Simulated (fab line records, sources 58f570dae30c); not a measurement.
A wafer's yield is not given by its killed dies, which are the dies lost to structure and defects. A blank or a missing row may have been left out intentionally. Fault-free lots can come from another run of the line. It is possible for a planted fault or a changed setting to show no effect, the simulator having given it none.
Code-filled problem report in 8D (eight disciplines) form || flow berkeley cmos170 || the parts of the form that need people (team, actions taken, sign-off) are left out

1. PROBLEM STATEMENT
At UCB170_PWELL_IMPLANT_15, beam energy keV averages 63.572 over 6 wafers from 2 lots, while fault-free wafers read 60.002, standard deviation 0.016. That is +99 or more standard deviations from the usual mean.
The first sign was on wafer L114.3 at day 5 18:41, on implanter-03. The record has a number at this step for 42 wafers belonging to 14 lots. Rule for "out" (also "out of limits"): further than 4 standard deviations from the usual mean. The rest of the wafers with a number are treated as sound.

2. WHAT IT IS AND WHAT IT IS NOT
{"question": "which readings at this step", "is": "beam energy keV", "is not": "-"}
{"question": "which lots", "is": "L114, L116", "is not": "L104, L106, L107, L108, L109, L110, L112, L115, L120, L122, L123, L125"}
{"question": "which wafers of those lots", "is": "all that have a number", "is not": "-"}
{"question": "read on which tools", "is": "implanter-03", "is not": "implanter-01, implanter-02"}
{"question": "when", "is": "from day 5 18:41", "is not": "up to then (21 sound wafers); but 15 sound wafers of L115, L120, L122, L123, L125 came after"}

3. THE SUSPECTS, EACH WITH WHAT RULES IT OUT
Counting: any tool at a process step up to the reading is kept as a suspect provided that every lot that is out went through it and no sound lot did after the first of them.
- implanter-03 at UCB170_PWELL_IMPLANT_15: kept. Every lot that is out went through it, starting with L114 (day 5 18:41), and after that it ran no sound lot; the last sound lot it ran before then is L112 (day 5 03:28). On those wafers its own readings are out: beam energy keV.
After counting, what remains is implanter-03 at UCB170_PWELL_IMPLANT_15.

4. THE CAUSE (what the simulator had put in)
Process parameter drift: implanter-03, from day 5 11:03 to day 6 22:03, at UCB170_PWELL_IMPLANT_15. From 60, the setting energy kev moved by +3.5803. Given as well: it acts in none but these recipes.
After counting, this tool was the only one left.

5. THE EFFECT CHAIN, in route order
Rows list readings where the struck wafers' mean (over those with a number) sits beyond 3 standard deviations from the usual. Only readings whose record carries a usual standard deviation are examined. hours: median over the lots of the time between each lot's start at the first step of this table that gives one and its start at this step. sigmas: the change, counted in usual standard deviations.
{"hours": 0, "step": "UCB170_PWELL_IMPLANT_15", "reading": "beam energy keV", "usual": 60.002, "on struck wafers": 63.572, "change": "+3.570", "sigmas": "+99 or more"}
Its process steps:
- UCB170_PWELL_IMPLANT_15

6. WHAT WOULD HAVE CAUGHT IT SOONER
In this record the first reading out of limits was taken at day 5 18:41, 8 hours after the fault began at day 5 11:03.
